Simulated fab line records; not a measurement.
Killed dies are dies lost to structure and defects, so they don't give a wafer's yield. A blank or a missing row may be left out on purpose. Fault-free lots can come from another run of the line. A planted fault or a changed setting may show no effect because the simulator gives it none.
Split-lot study + flow rit_cmos + 5 lots, 23 wafers read, on a route of 202 steps

## SPLIT DETAILS
At RIT_PLDD_COAT_01 (resist thk 1000 nm), the setting spin_rpm was moved away from the recipe's 3250 rpm on 9 of the 23 wafers read, by +2.6% to +6.6%. The other wafers ran this setting at the recipe's value.

## FROM THE SPLIT TO THE READING: what the file shows between them, 3 steps
- RIT_PLDD_SOFTBAKE_02: time 60 s
- RIT_PLDD_EXPOSE_03: exposes mask M8, target cd 40900 nm
- RIT_PLDD_DEVELOP_05: develop time 50 s

## THE READING
NOVOLAK_of_PLDD_COAT_01.thk_nm (the simulator's own value, which no gauge read), in nm, at RIT_PLDD_HARDBAKE_07 (time 60 s). No usual value for it is given in the file. Here, 14 wafers ran the recipe; their average is 884.2 nm with a standard deviation of 1.9 nm.

| wafer  | tool, chamber at the split | spin_rpm as run, rpm | against the recipe | NOVOLAK_of_PLDD_COAT_01.thk_nm, nm | against lot-mates on the recipe |
|--------|----------------------------|----------------------|--------------------|------------------------------------|---------------------------------|
| L078.2 | litho_track-03, 0          | 3421                 | +5.3%              | 861.6                              | -23.6                           |
| L078.3 | litho_track-03, 0          | 3421                 | +5.3%              | 864.8                              | -20.4                           |
| L078.4 | litho_track-03, 0          | 3250                 | recipe             | 885.6                              | -                               |
| L078.5 | litho_track-03, 0          | 3421                 | +5.3%              | 863.9                              | -21.3                           |
| L078.6 | litho_track-03, 0          | 3250                 | recipe             | 884.8                              | -                               |
| L080.2 | litho_track-02, 0          | 3250                 | recipe             | 884.7                              | -                               |
| L080.4 | litho_track-02, 0          | 3250                 | recipe             | 884.5                              | -                               |
| L080.6 | litho_track-02, 0          | 3250                 | recipe             | 884                                | -                               |
| L082.1 | litho_track-03, 0          | 3335                 | +2.6%              | 869.6                              | -11.2                           |
| L082.2 | litho_track-03, 0          | 3335                 | +2.6%              | 868.2                              | -12.6                           |
| L082.3 | litho_track-03, 0          | 3250                 | recipe             | 881.2                              | -                               |
| L082.4 | litho_track-03, 0          | 3250                 | recipe             | 879.7                              | -                               |
| L082.5 | litho_track-03, 0          | 3250                 | recipe             | 881.6                              | -                               |
| L083.1 | litho_track-03, 0          | 3250                 | recipe             | 886.4                              | -                               |
| L083.2 | litho_track-03, 0          | 3250                 | recipe             | 885.1                              | -                               |
| L083.3 | litho_track-03, 0          | 3250                 | recipe             | 885.1                              | -                               |
| L083.4 | litho_track-03, 0          | 3379                 | +4.0%              | 867                                | -18.5                           |
| L083.6 | litho_track-03, 0          | 3379                 | +4.0%              | 869.1                              | -16.4                           |
| L084.2 | litho_track-01, 0          | 3250                 | recipe             | 885.6                              | -                               |
| L084.3 | litho_track-01, 0          | 3464                 | +6.6%              | 857.5                              | -27.8                           |
| L084.4 | litho_track-01, 0          | 3250                 | recipe             | 885.3                              | -                               |
| L084.5 | litho_track-01, 0          | 3250                 | recipe             | 884.9                              | -                               |
| L084.6 | litho_track-01, 0          | 3464                 | +6.6%              | 856                                | -29.3                           |

THE FIT
A straight line over all 23 wafers: NOVOLAK_of_PLDD_COAT_01.thk_nm changes by -4.12 nm for each +1% of spin_rpm; r = -0.98; the points scatter about the line by 2.2 nm.
The same after taking each lot's own level away (the mean of its wafers on the recipe; 23 wafers): -4.27 nm for each +1%; r = -1.00; scatter 0.9 nm.
On that fit, the largest move of spin_rpm shifts the reading by 28 nm.
The span of the lots' own levels, 880.83 to 885.53 nm, comes to 2.5 times the standard deviation stated above.
The two slopes are in agreement: the lot-to-lot level therefore moves the slope only a little.
Check: -28.3 nm against its lot-mates is what the line predicts for one of the wafers moved furthest among these (+6.6%) when that wafer is left out of the fit. It came out at -27.8 nm against them.

## THE OTHER SPLITS THESE WAFERS WENT THROUGH
Note: prior to the reading, these wafers also went through further splits. Each is held against what the fit with the lots' levels taken away leaves over:
| other split on the same wafers | wafers away from the commonest value | r with NOVOLAK_of_PLDD_COAT_01.thk_nm (lot level and that fit taken away) |
|--------------------------------|--------------------------------------|---------------------------------------------------------------------------|
| RIT_GATE_ETCH_19 time_s        | 7                                    | +0.03                                                                     |
| RIT_NLDD_IMPLANT_08 energy_kev | 9                                    | -0.16                                                                     |

## THE WHOLE CHAIN: every reading that the file lists as answering this split, in the file's order
| step                 | what it does       | reading                                                                         | change (the file's fit)              | r (the file's) |
|----------------------|--------------------|---------------------------------------------------------------------------------|--------------------------------------|----------------|
| RIT_PLDD_COAT_01     | resist thk 1000 nm | NOVOLAK_of_PLDD_COAT_01.thk_nm (the simulator's own value, which no gauge read) | -4.92 nm for each +1% of the setting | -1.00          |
| RIT_PLDD_HARDBAKE_07 | time 60 s          | NOVOLAK_of_PLDD_COAT_01.thk_nm (the simulator's own value, which no gauge read) | -4.3 nm for each +1% of the setting  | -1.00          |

## FILE'S OWN FIT
NOVOLAK_of_PLDD_COAT_01.thk_nm changes by -4.3 nm for each +1% of spin_rpm, r = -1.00.
